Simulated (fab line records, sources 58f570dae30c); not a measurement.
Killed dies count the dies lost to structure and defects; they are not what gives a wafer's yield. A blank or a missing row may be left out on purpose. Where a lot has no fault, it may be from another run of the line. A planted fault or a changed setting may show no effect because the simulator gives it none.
The same fault as seen by 2 desks -- flow berkeley cmos170 -- every desk sees just its own numbers, and what lay behind them comes last

== FOR THE TOOL OWNER'S DESK: litho track-03 ==
At UCB170_V2_SOFTBAKE_08 (time 60 s), the tool's own readings, given per lot that ran on this tool as the mean of the sampled wafers with a number. If a lot's mean is further than 4 standard deviations from the usual mean, the lot is out of limits and carries the mark OUT (the distance appears in the brackets).
Columns: A = heater power total W at UCB170_V2_SOFTBAKE_08, usual 56.81 W; B = plate temp C at UCB170_V2_SOFTBAKE_08, usual 129.98 C
lot,first seen here,A,B
L518,day 7 11:03,56.83,130.01
L523,day 9 03:13,56.84,130.12
L527,day 9 11:13,56.80,130.08
L532,day 11 11:48,56.79,130.14
L538,day 11 21:31,54.14 (-59) OUT,125.17 (-37) OUT
L539,day 12 17:17,54.11 (-60) OUT,125.25 (-36) OUT
This desk's verdict: out of limits on L538, L539, starting with L538 at day 11 21:31 (heater power total W at UCB170_V2_SOFTBAKE_08). L518, L523, L527, L532 stayed within limits.

== AT THE METROLOGY DESK ==
What the gauges read for every lot (on any tool): the sampled wafers with a number, averaged. If a lot's mean is further than 4 standard deviations from the usual mean, the lot is out of limits and carries the mark OUT (the distance appears in the brackets).
Columns: A = V2_POLISHED_THK at UCB170_V2_THK_MEAS_04, usual 999.4 nm; B = cd nm at UCB170_V2_CD_MEAS_12, usual 699.9 nm; C = cd nm at UCB170_M3_CD_MEAS_15, usual 700.0 nm
lot,first seen here,A,B,C
L518,day 7 10:30,1001.7,699.7,698.6
L520,day 8 11:04,999.2,701.2,698.6
L519,day 8 11:11,998.8,701.0,698.5
L521,day 8 16:25,998.8,700.6,700.1
L524,day 9 01:01,999.7,701.2,698.2
L523,day 9 01:10,1000.2,696.4,697.4
L527,day 9 10:40,999.5,698.7,700.1
L526,day 9 10:59,998.1,700.7,698.9
L530,day 10 20:49,999.9,699.0,699.0
L532,day 11 11:16,999.6,700.8,699.1
L538,day 11 20:37,999.5,690.2 (-6.5) OUT,700.4
L541,day 12 16:17,999.3,703.3,699.5
L539,day 12 16:37,999.6,688.9 (-7.3) OUT,702.2
L540,day 12 16:56,1001.1,701.6,698.2
This desk's verdict: out of limits on L538, L539, starting with L538 at day 11 22:19 (cd nm at UCB170_V2_CD_MEAS_12). L518, L520, L519, L521, L524, L523, L527, L526, L530, L532, L541, L540 stayed within limits.

== PUT TOGETHER ==
At day 11 21:31, on L538, L539, the tool owner's desk was in a position to raise an alarm.
L538, L539 would have let the metrology desk raise an alarm at day 11 22:19.
On litho track-03, each named lot ran UCB170_V2_SOFTBAKE_08.

== WHAT THE SIMULATOR PUT IN ==
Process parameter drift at UCB170_V2_SOFTBAKE_08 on litho track-03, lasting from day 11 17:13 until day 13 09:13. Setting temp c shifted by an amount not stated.
Lots struck among those shown: L538, L539.
Fault start to first reading out of limits, in hours, per desk: tool owner, 4; metrology, 5.
